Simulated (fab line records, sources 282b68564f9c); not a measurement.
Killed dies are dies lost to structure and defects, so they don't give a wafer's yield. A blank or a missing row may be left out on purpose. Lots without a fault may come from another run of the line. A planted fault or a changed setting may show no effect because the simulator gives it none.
A struck lot beside a sound one | flow rit_cmos | 14 steps out of a route of 202
Sound: wafers L363.1, L363.2, L363.3. Struck: wafers L372.1, L372.2, L372.3. The cause comes at the end.
At each step with rows: each side's tool, then ch and its chambers, then its first start. Under that, the readings that differ: sound wafers | struck wafers | difference of the means | sigmas: that difference in standard deviations of wafers without a fault.
alike: readings whose means differ by less than 2 such deviations, and words and numbers that are the same on both sides. not compared: withheld readings, readings that some wafer has no value for, bounds like >300 that may hide the same value, and numbers for which the record gives no deviation and whose values overlap.
The two part at a step that has a row with sigmas, a row that says differs or no value, or rows on one side only. Numbers that don't overlap but have no deviation are shown without sigmas and don't part them. A reading that every wafer of one side lacks parts them only if that side has two wafers or more.

first, 3 steps without rows for these wafers: RIT_NRETRO_EXPOSE_03 (exposes mask M4, target cd 43900 nm); RIT_NRETRO_PEB_04; RIT_NRETRO_DEVELOP_05 (develop time 68 s).
RIT_NRETRO_OVL_MEAS_06:
  sound on overlay-01, day 5 05:44; struck on overlay-01, day 7 01:17
  alike: NRETRO_OVL
then, 2 steps without rows for these wafers: RIT_NRETRO_HARDBAKE_07 (time 120 s); RIT_NRETRO_IMPLANT_08.
RIT_NRETRO_STRIP_09: strips in O2, time 180 s.
  sound on plasma_asher-01 ch 0,1, day 5 06:10; struck on plasma_asher-03 ch 0,1, day 7 01:43
  alike: drypump_motor_current_A
  not compared: rf_hours_counter_h
RIT_NRETRO_TW_MEAS_10:
  sound on film_metro-04, day 5 06:21; struck on film_metro-01, day 7 01:53
  alike: NRETRO_TW
then, 4 steps without rows for these wafers: RIT_PRETRO_HMDS_00 (prime time 60 s); RIT_PRETRO_COAT_01 (resist thk 1300 nm); RIT_PRETRO_SOFTBAKE_02 (time 60 s); RIT_PRETRO_EXPOSE_03 (exposes mask M5, target cd 43700 nm).
RIT_PRETRO_PEB_04:
  sound on litho_track-04 ch 0, day 5 07:06; struck on litho_track-01, day 7 02:31
  reading         | sound          | struck | difference                    | sigmas
  exhaust_pa (Pa) | 46.2 45.1 44.3 | - - -  | no value on the struck wafers |
  not compared: chill_plate_temp_C, resist_line_temp_C
then, 1 step without rows for these wafers: RIT_PRETRO_DEVELOP_05 (develop time 68 s).

WHERE THEY PART
Only at RIT_PRETRO_PEB_04, within this record.

WHY: what the simulator had put in
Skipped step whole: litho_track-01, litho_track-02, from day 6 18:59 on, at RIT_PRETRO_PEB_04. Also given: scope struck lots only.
